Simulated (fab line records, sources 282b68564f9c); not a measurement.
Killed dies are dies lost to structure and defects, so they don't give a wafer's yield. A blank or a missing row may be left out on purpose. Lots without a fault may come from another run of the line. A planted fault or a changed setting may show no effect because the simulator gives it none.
Problem report in the 8D (eight disciplines) form, filled by code | flow rit_cmos | the parts of the form that need people (team, actions taken, sign-off) are left out

1. THE PROBLEM
spin_speed_rpm at RIT_CONTACT_COAT_03 reads a mean of 3488.9 rpm on 6 wafers of 2 lots; wafers without a fault read 3249.8 rpm with a standard deviation of 2.2. That is +99 or more standard deviations from the usual mean.
The step: resist thk 1000 nm.
First seen on wafer L665.2, day 6 06:09, on litho_track-04. The record holds 42 wafers of 14 lots with a number at this step. Rule for "out", or "out of limits": more than 4 standard deviations from the usual mean. The other wafers with a number count as sound.

2. WHAT IT IS AND WHAT IT IS NOT
question                    | is                     | is not
which readings at this step | spin_speed_rpm         | dispense_pressure_kPa
which lots                  | L665, L669             | L650, L654, L655, L656, L657, L658, L660, L664, L666, L668, L671, L672
which wafers of those lots  | all that have a number | -
read on which tools         | litho_track-04         | litho_track-02, litho_track-03
when                        | from day 6 06:09       | up to then (24 sound wafers); but 12 sound wafers of L666, L668, L671, L672 came after

3. SUSPECTS, AND WHAT RULES EACH OUT
Counting: a tool at a process step up to the reading stays a suspect if it ran every lot that is out and no sound lot after the first of them.
- litho_track-04 at RIT_CONTACT_COAT_03 (resist thk 1000 nm): kept. It ran every lot that is out, first L665 (day 6 06:09), and no sound lot after that; its last sound lot up to then is L660 (day 5 04:23). Its own readings are out on those wafers: spin_speed_rpm.
Left after counting: litho_track-04 at RIT_CONTACT_COAT_03.

4. THE CAUSE (what the simulator had put in)
Process parameter drift: litho_track-04, from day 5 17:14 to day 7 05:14, at RIT_CONTACT_COAT_03. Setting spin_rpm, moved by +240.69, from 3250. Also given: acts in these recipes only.
Counting left only this tool.

5. THE CHAIN OF EFFECTS, in route order
Each row: a reading whose mean over the struck wafers that have a number lies more than 3 standard deviations from the usual. Only readings for which the record gives a usual standard deviation are gone through. hours: the time from each lot's start at the first step in this table that gives one to its start at this step, as a median over the lots. sigmas: the change in usual standard deviations.
hours | step                | reading        | usual      | on struck wafers | change | sigmas
0     | RIT_CONTACT_COAT_03 | spin_speed_rpm | 3249.8 rpm | 3488.9           | +239.1 | +99 or more
The process steps in it:
- RIT_CONTACT_COAT_03: resist thk 1000 nm.

6. WHAT WOULD HAVE CAUGHT IT SOONER
In this record the first reading out of limits was taken at day 6 06:09, 13 hours after the fault began at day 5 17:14.
